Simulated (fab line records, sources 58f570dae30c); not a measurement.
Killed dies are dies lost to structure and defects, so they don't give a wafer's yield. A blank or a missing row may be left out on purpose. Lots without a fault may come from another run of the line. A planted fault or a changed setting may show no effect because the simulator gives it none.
Which tool did it? | flow berkeley_cmos170 | 15 lots, 45 wafers sampled, at 6 steps of a route of 331

WHAT THE GAUGES READ, wafer by wafer
UCB170_GATE_THK_MEAS_02.
lot  | measured     | on            | GATE_OXIDE_THK (nm)
L513 | day 6 22:34  | film_metro-03 | 6.71 6.52 6.69
L511 | day 6 22:37  | film_metro-02 | 6.52 6.65 6.65
L514 | day 7 12:48  | film_metro-03 | 6.65 6.66 6.75
L516 | day 7 12:49  | film_metro-01 | 6.68 6.74 6.69
L518 | day 8 06:44  | film_metro-01 | 6.74 6.71 6.82
L520 | day 8 06:46  | film_metro-02 | 6.62 6.46 6.68
L522 | day 9 08:04  | film_metro-01 | 6.67 6.53 6.56
L524 | day 9 08:06  | film_metro-03 | 6.69 6.75 6.82
L525 | day 9 19:10  | film_metro-02 | 6.53 6.32 6.52
L528 | day 10 19:09 | film_metro-02 | 6.52 6.53 6.71
L530 | day 10 19:13 | film_metro-02 | 6.76 6.71 6.71
L529 | day 10 19:16 | film_metro-02 | 6.63 6.53 6.47
L533 | day 11 12:46 | film_metro-03 | 6.71 6.58 6.74
L532 | day 11 12:46 | film_metro-02 | 6.36 6.43 6.36
L534 | day 11 20:41 | film_metro-01 | 6.63 6.71 6.70

UCB170_PLDD_OVL_MEAS_07.
lot  | measured     | on         | PLDD_OVL (nm)
L513 | day 7 08:34  | overlay-01 | 10 7 9
L511 | day 7 09:08  | overlay-01 | 16 13 16
L514 | day 7 23:44  | overlay-01 | 8 9 7
L516 | day 8 00:45  | overlay-02 | 5 6 2
L518 | day 8 18:40  | overlay-02 | 10 9 10
L520 | day 8 17:52  | overlay-02 | 2 11 15
L522 | day 9 22:10  | overlay-02 | 0 2 4
L524 | day 9 21:40  | overlay-01 | 6 6 5
L525 | day 10 05:55 | overlay-02 | 10 5 9
L528 | day 11 06:29 | overlay-02 | 11 2 1
L530 | day 11 07:01 | overlay-02 | 2 5 13
L529 | day 11 06:36 | overlay-02 | 3 6 5
L533 | day 11 23:25 | overlay-01 | 17 10 12
L532 | day 11 23:50 | overlay-02 | 7 10 0
L534 | day 12 07:46 | overlay-02 | 9 7 7

UCB170_NLDD_TW_MEAS_11.
lot  | measured     | on            | NLDD_TW
L513 | day 7 11:50  | film_metro-04 | 2228 2229 2220
L511 | day 7 12:12  | film_metro-03 | 2217 2223 2210
L514 | day 8 02:47  | film_metro-03 | 2204 2215 2220
L516 | day 8 03:49  | film_metro-04 | 2239 2230 2225
L518 | day 8 22:01  | film_metro-03 | 2215 2228 2213
L520 | day 8 21:41  | film_metro-03 | 2219 2222 2225
L522 | day 10 00:35 | film_metro-04 | 2097 2104 2097
L524 | day 9 23:58  | film_metro-01 | 2233 2240 2223
L525 | day 10 08:35 | film_metro-01 | 2141 2129 2130
L528 | day 11 09:07 | film_metro-01 | 2124 2130 2128
L530 | day 11 09:21 | film_metro-03 | 2205 2219 2220
L529 | day 11 09:14 | film_metro-03 | 2218 2217 2214
L533 | day 12 01:54 | film_metro-04 | 2188 2186 2188
L532 | day 12 03:05 | film_metro-03 | 2214 2214 2210
L534 | day 12 11:26 | film_metro-03 | 2210 2207 2209

UCB170_PSD_OVL_MEAS_07.
lot  | measured     | on         | PSD_OVL (nm)
L513 | day 7 17:46  | overlay-01 | 2 -3 5
L511 | day 7 18:29  | overlay-02 | 4 0 7
L514 | day 8 09:35  | overlay-01 | -9 -5 -12
L516 | day 8 09:45  | overlay-02 | 0 1 5
L518 | day 9 08:11  | overlay-02 | 1 8 1
L520 | day 9 07:37  | overlay-02 | 7 -7 -2
L522 | day 10 09:05 | overlay-02 | -3 -4 -1
L524 | day 10 09:07 | overlay-01 | -3 -5 -8
L525 | day 10 18:22 | overlay-01 | 5 7 14
L528 | day 11 15:57 | overlay-02 | 5 -8 -9
L530 | day 11 16:04 | overlay-01 | -7 -6 5
L529 | day 11 15:48 | overlay-01 | 1 -5 -3
L533 | day 12 10:52 | overlay-01 | 5 -6 8
L532 | day 12 10:35 | overlay-01 | -2 8 7
L534 | day 12 20:34 | overlay-02 | -6 -1 -6

UCB170_SDANNEAL_RS_MEAS_05: measures by four-point-probe.
lot  | measured     | on            | NLDD_RS (ohm/sq)
L513 | day 7 22:02  | film_metro-01 | 613.5 615.2 614.8
L511 | day 7 22:40  | film_metro-04 | 615.4 616.6 617.5
L514 | day 8 14:19  | film_metro-04 | 617.7 619.1 618.7
L516 | day 8 14:48  | film_metro-01 | 615.4 615.4 615.4
L518 | day 9 13:22  | film_metro-01 | 614.7 615.6 614.8
L520 | day 9 13:04  | film_metro-03 | 613.1 615.3 613.4
L522 | day 10 13:00 | film_metro-03 | 538.8 538.3 537.5
L524 | day 10 12:47 | film_metro-04 | 616.3 616.6 615.9
L525 | day 11 00:26 | film_metro-04 | 535.5 537.4 536.9
L528 | day 11 19:27 | film_metro-04 | 539.0 536.7 537.0
L530 | day 11 19:38 | film_metro-01 | 614.5 613.2 614.6
L529 | day 11 19:09 | film_metro-03 | 614.4 614.8 615.7
L533 | day 12 15:23 | film_metro-03 | 617.7 616.7 618.5
L532 | day 12 14:46 | film_metro-01 | 613.7 616.8 616.2
L534 | day 13 00:19 | film_metro-03 | 616.4 616.6 616.4

WHICH TOOL RAN EACH LOT (tool, then ch and the chambers of the sampled wafers, then the start)
lot  | UCB170_NLDD_IMPLANT_08
L513 | implanter-01 ch 0, day 7 11:26
L511 | implanter-02 ch 0, day 7 11:48
L514 | implanter-02 ch 0, day 8 02:23
L516 | implanter-01 ch 0, day 8 03:26
L518 | implanter-02 ch 0, day 8 21:37
L520 | implanter-02 ch 0, day 8 21:19
L522 | implanter-02 ch 0, day 10 00:11
L524 | implanter-03 ch 0, day 9 23:37
L525 | implanter-02 ch 0, day 10 08:11
L528 | implanter-02 ch 0, day 11 08:43
L530 | implanter-01 ch 0, day 11 08:58
L529 | implanter-03 ch 0, day 11 08:50
L533 | implanter-01 ch 0, day 12 01:30
L532 | implanter-03 ch 0, day 12 02:43
L534 | implanter-03 ch 0, day 12 11:03
- UCB170_NLDD_IMPLANT_08

WHAT THE TOOLS THEMSELVES READ (means of the sampled wafers that have a number; where no wafer has one, the mark that the record gives instead)
UCB170_NLDD_IMPLANT_08.
lot  | tool         | tilt_deg (degrees)
L513 | implanter-01 | 6.991
L511 | implanter-02 | 7.008
L514 | implanter-02 | 7.003
L516 | implanter-01 | 6.999
L518 | implanter-02 | 6.993
L520 | implanter-02 | 7.004
L522 | implanter-02 | 0.003
L524 | implanter-03 | 7.019
L525 | implanter-02 | -0.024
L528 | implanter-02 | 0.006
L530 | implanter-01 | 6.965
L529 | implanter-03 | 7.000
L533 | implanter-01 | 7.002
L532 | implanter-03 | 7.011
L534 | implanter-03 | 6.982

THE ANSWER, worked out from the rows above alone
Rule: what is usual is taken from the lots themselves. Put in order of their means at a reading, lots are off if they are a third of the lots or fewer, leave a main group of 4 or more, and stand apart from it by a gap of 3 or more times the standard deviation of the main group's means; of several such gaps the widest counts. A main group whose means are all the same, to the digits that the tables above print for the reading, isn't used. A lot without any number at a reading at which 4 lots or more have one is off too. The other lots that the step has rows for count as sound. The gauges are gone through in route order, then the tools' own readings, and for those a lot's mean is taken as printed above. The first step at which some lot is off is used, and at that step the reading that is off furthest; a lot without a number counts as furthest.
Off: L522, L525, L528, at UCB170_NLDD_TW_MEAS_11 (NLDD_TW). The main group: mean 2217, standard deviation 11.
A tool fits if, at a process step before that reading, it ran every lot that is off, and no sound lot after the first of them. The gauges at UCB170_NLDD_TW_MEAS_11 aren't tried: what is off there is off at UCB170_NLDD_IMPLANT_08 too, on other tools, and a gauge's error can't cause that. One fits: implanter-02 at UCB170_NLDD_IMPLANT_08. Its last sound lot is L518 (day 8 21:37), its first lot that is off L522 (day 10 00:11): a fault that began between those two fits.
The tool's own readings at UCB170_NLDD_IMPLANT_08 bear it out: on the lots that are off they differ by more than 5 times the standard deviation of the sound lots' means. tilt_deg reads -0.005 degrees there against 6.998 degrees on the sound lots.

WHAT THE SIMULATOR HAD PUT IN
Process parameter drift: implanter-02, from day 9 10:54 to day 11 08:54, at UCB170_NLDD_IMPLANT_08. Setting tilt_deg, moved by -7, from 7. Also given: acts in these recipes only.
Lots struck among those shown: L522, L525, L528. The rule above found the same.
